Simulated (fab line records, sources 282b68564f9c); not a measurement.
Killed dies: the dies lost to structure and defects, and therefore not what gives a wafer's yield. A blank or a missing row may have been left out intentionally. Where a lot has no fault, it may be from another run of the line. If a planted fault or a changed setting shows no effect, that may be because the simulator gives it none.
Which tool was responsible? || flow ritCmos || 7 lots with 21 wafers sampled at 2 steps, on a route of 202 steps

== WHAT THE GAUGES READ, wafer by wafer ==
RIT_NRETRO_TW_MEAS_10.
{"lot": "L684", "measured": "day 2 11:13", "on": "filmMetro-04", "NRETRO_TW": "1063 1055 1061"}
{"lot": "L686", "measured": "day 2 21:25", "on": "filmMetro-02", "NRETRO_TW": "1054 1048 1055"}
{"lot": "L694", "measured": "day 4 14:32", "on": "filmMetro-01", "NRETRO_TW": "2211 2227 2220"}
{"lot": "L697", "measured": "day 5 05:38", "on": "filmMetro-01", "NRETRO_TW": "1065 1070 1067"}
{"lot": "L699", "measured": "day 5 20:00", "on": "filmMetro-04", "NRETRO_TW": "1065 1069 1072"}
{"lot": "L702", "measured": "day 6 10:56", "on": "filmMetro-01", "NRETRO_TW": "1068 1063 1063"}
{"lot": "L704", "measured": "day 6 18:33", "on": "filmMetro-02", "NRETRO_TW": "1050 1047 1050"}

== EACH LOT AND THE TOOL THAT RAN IT (in order: tool; ch and the chambers of the sampled wafers; start) ==
{"lot": "L684", "RIT_NRETRO_IMPLANT_08": "implanter-02 ch 0, day 2 10:54"}
{"lot": "L686", "RIT_NRETRO_IMPLANT_08": "implanter-01 ch 0, day 2 21:05"}
{"lot": "L694", "RIT_NRETRO_IMPLANT_08": "implanter-02 ch 0, day 4 14:16"}
{"lot": "L697", "RIT_NRETRO_IMPLANT_08": "implanter-01 ch 0, day 5 05:19"}
{"lot": "L699", "RIT_NRETRO_IMPLANT_08": "implanter-04 ch 0, day 5 19:41"}
{"lot": "L702", "RIT_NRETRO_IMPLANT_08": "implanter-04 ch 0, day 6 10:37"}
{"lot": "L704", "RIT_NRETRO_IMPLANT_08": "implanter-01 ch 0, day 6 18:14"}
- RIT_NRETRO_IMPLANT_08

== THE ANSWER, worked out from the rows above alone ==
Rule: the lots themselves supply what counts as usual. The widest of any qualifying gaps counts: lots, ordered by their means at a reading, are off when they make up no more than a third of the lots, leave a main group of 4 or more, and stand apart from it by 3 or more times the standard deviation of that group's means. The tables above print the reading to a certain number of digits; a main group whose means all agree to those digits is not used. A lot without any number at a reading at which 4 lots or more have one is off too. Where the step has rows for the other lots, those lots are counted as sound.
Off: at RIT_NRETRO_TW_MEAS_10 (NRETRO_TW), L694. Mean 1060 and standard deviation 7.4 in the main group.
If a tool, at a process step before that reading, ran all the lots that are off and no sound lot after the first of them, it fits. Those tools and the gauges at RIT_NRETRO_TW_MEAS_10 are tried in the same way. One candidate fits, namely implanter-02 at RIT_NRETRO_IMPLANT_08. Its last sound lot is L684 (day 2 10:54), its first lot that is off L694 (day 4 14:16): a fault that began between those two fits.

== WHAT WAS PUT IN BY THE SIMULATOR ==
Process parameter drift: implanter-02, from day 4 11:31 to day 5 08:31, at RIT_NRETRO_IMPLANT_08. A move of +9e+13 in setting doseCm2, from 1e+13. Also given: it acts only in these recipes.
Struck lots among those shown: L694. The rule above reached the same finding.
